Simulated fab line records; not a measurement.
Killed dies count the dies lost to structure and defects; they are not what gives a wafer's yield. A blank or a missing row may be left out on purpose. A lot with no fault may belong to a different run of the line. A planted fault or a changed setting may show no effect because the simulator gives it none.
Problem report, 8D (eight disciplines) form, completed by code || flow ritCmos || the parts of the form that need people (team, actions taken, sign-off) are left out

== 1. WHAT WENT WRONG ==
heaterPowerTotalW at RIT_NWELL_SOFTBAKE_02 reads a mean of 32.62 W on 6 wafers of 2 lots; wafers without a fault read 34.57 W with a standard deviation of 0.049. Relative to the usual mean, that is a shift of -40 standard deviations.
The step: time 60 s.
Earliest sighting: wafer L763.1 on lithoTrack-01 at day 3 02:52. At this step, 18 wafers from 6 lots have a number in the record. Rule for "out", or "out of limits": more than 4 standard deviations from the usual mean. The other wafers with a number count as sound.

== 2. WHAT IT IS, WHAT IT ISN'T ==
{"question": "which readings at this step", "is": "heaterPowerTotalW, plateTempC", "is not": "resistLineTempC"}
{"question": "which lots", "is": "L763, L767", "is not": "L757, L758, L774, L779"}
{"question": "which wafers of those lots", "is": "all that have a number", "is not": "-"}
{"question": "read on which tools", "is": "lithoTrack-01", "is not": "lithoTrack-02, lithoTrack-04"}
{"question": "when", "is": "from day 3 02:52", "is not": "up to then (6 sound wafers); but 6 sound wafers of L774, L779 came after"}

== 3. WHAT RULES OUT EACH SUSPECT ==
Counting: a tool at any process step up to the reading remains a suspect when it ran all the lots that are out and ran no sound lot after the first of those.
- lithoTrack-01 at RIT_NWELL_SOFTBAKE_02 (time 60 s): kept. It processed each lot that is out, first L763 at day 3 02:52, and no sound lot thereafter; up to then, the last sound lot it processed was L757 at day 1 20:04. Its own readings are out on those wafers: heaterPowerTotalW, plateTempC.
The count leaves lithoTrack-01 at RIT_NWELL_SOFTBAKE_02.

== 4. THE CAUSE (what the simulator had put in) ==
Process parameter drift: lithoTrack-01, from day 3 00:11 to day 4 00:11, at RIT_NWELL_SOFTBAKE_02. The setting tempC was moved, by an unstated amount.
Only this tool survived the counting.

== 5. THE EFFECT CHAIN, in route order ==
Each row: a reading where the mean over the struck wafers with a number is more than 3 standard deviations away from the usual. Only readings for which the record gives a usual standard deviation are gone through. hours: the time from each lot's start at the first step in this table that gives one to its start at this step, as a median over the lots. sigmas: the change in usual standard deviations.
{"hours": 0, "step": "RIT_NWELL_SOFTBAKE_02", "reading": "heaterPowerTotalW", "usual": "34.57 W", "on struck wafers": 32.62, "change": -1.95, "sigmas": -40}
{"hours": 0, "step": "RIT_NWELL_SOFTBAKE_02", "reading": "plateTempC", "usual": "90.01 C", "on struck wafers": 86.39, "change": -3.62, "sigmas": -28}
It contains these process steps:
- RIT_NWELL_SOFTBAKE_02: time 60 s.
Later steps that measure or inspect, where all struck wafers having a row at the step show a number for every such reading and not one has moved that far: RIT_NWELL_OVL_MEAS_06.

== 6. WHAT WOULD HAVE CAUGHT IT SOONER ==
First out-of-limits reading in this record: day 3 02:52, which is 3 hours after fault onset at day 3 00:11.
